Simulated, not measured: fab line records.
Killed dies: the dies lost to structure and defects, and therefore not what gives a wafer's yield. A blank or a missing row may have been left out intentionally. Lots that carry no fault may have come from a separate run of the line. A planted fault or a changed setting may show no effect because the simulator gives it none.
Split-lot trial | flow rit-cmos | 23 wafers read across 5 lots, on a route 202 steps long

== THE SPLIT ITSELF ==
At RIT_NRETRO_IMPLANT_08, the setting dose-cm2 was moved away from the recipe's 1e+13 on 6 of the 23 wafers read, by -7.3% to +4.4%. For the rest of the wafers, this setting stayed at what the recipe calls for.

== FROM THE SPLIT TO THE READING: what the file shows between them, 1 step ==
- RIT_NRETRO_STRIP_09: strips in O2, time 180 s

== THE READING ==
NRETRO_TW, at RIT_NRETRO_TW_MEAS_10. A value of 1053 with a standard deviation of 6.4 is what fault-free wafers of this fab line usually give.

wafer  | tool, chamber at the split | dose-cm2 as run | against the recipe | NRETRO_TW | against lot-mates on the recipe
L074.1 | implanter-04, 0            | 1e+13           | recipe             | 1059      | -
L074.4 | implanter-04, 0            | 1e+13           | recipe             | 1055      | -
L074.5 | implanter-04, 0            | 1e+13           | recipe             | 1050      | -
L076.1 | implanter-03, 0            | 1e+13           | recipe             | 1057      | -
L076.2 | implanter-03, 0            | 1.044e+13       | +4.4%              | 1073      | +15
L076.4 | implanter-03, 0            | 1.044e+13       | +4.4%              | 1073      | +15
L076.5 | implanter-03, 0            | 1e+13           | recipe             | 1056      | -
L076.6 | implanter-03, 0            | 1e+13           | recipe             | 1060      | -
L077.1 | implanter-04, 0            | 1e+13           | recipe             | 1047      | -
L077.2 | implanter-04, 0            | 9.274e+12       | -7.3%              | 1031      | -17
L077.3 | implanter-04, 0            | 1e+13           | recipe             | 1052      | -
L077.4 | implanter-04, 0            | 1e+13           | recipe             | 1045      | -
L077.5 | implanter-04, 0            | 9.274e+12       | -7.3%              | 1020      | -28
L079.1 | implanter-02, 0            | 1.02e+13        | +2.0%              | 1058      | +5
L079.3 | implanter-02, 0            | 1.02e+13        | +2.0%              | 1058      | +5
L079.4 | implanter-02, 0            | 1e+13           | recipe             | 1056      | -
L079.5 | implanter-02, 0            | 1e+13           | recipe             | 1049      | -
L079.6 | implanter-02, 0            | 1e+13           | recipe             | 1054      | -
L083.1 | implanter-03, 0            | 1e+13           | recipe             | 1044      | -
L083.2 | implanter-03, 0            | 1e+13           | recipe             | 1044      | -
L083.3 | implanter-03, 0            | 1e+13           | recipe             | 1050      | -
L083.4 | implanter-03, 0            | 1e+13           | recipe             | 1037      | -
L083.5 | implanter-03, 0            | 1e+13           | recipe             | 1042      | -

FIT RESULTS
A straight line over all 23 wafers: NRETRO_TW changes by +3.89 for each +1% of dose-cm2; r = +0.86; the points scatter about the line by 6.2.
The same after taking each lot's own level away (the mean of its wafers on the recipe; 23 wafers): +3.17 for each +1%; r = +0.93; scatter 3.5.
The reading moves by 23 for the largest change in dose-cm2, on that fit.
The lots' own levels span 1043.4 to 1057.7, that is 2.2 times the standard deviation above.
Thus the slope moves with the lot-to-lot level: the two fits are different.
Check: with one of the wafers moved furthest among these (-7.3%) left out of the fit, the line predicts -26.6 for it against its lot-mates. It came out at -17 against them.

== THESE WAFERS: OTHER SPLITS ==
These wafers also went through other splits before the reading. Each is held against what the fit with the lots' levels taken away leaves over:
other split on the same wafers     | wafers away from the commonest value | r with NRETRO_TW (lot level and that fit taken away)
RIT_ACTIVE_COAT_06 resist-thk-nm   | 8                                    | -0.04
RIT_ACTIVE_EXPOSE_08 dose-mj       | 8                                    | +0.35
RIT_ACTIVE_STRIP_14 pressure-mtorr | 15                                   | +0.05
RIT_NWELL_IMPLANT_08 energy-kev    | 7                                    | +0.08
RIT_PWELL_COAT_01 spin-rpm         | 5                                    | +0.13

== FILE'S OWN FIT ==
NRETRO_TW changes by +3.17 for each +1% of dose-cm2, r = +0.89.
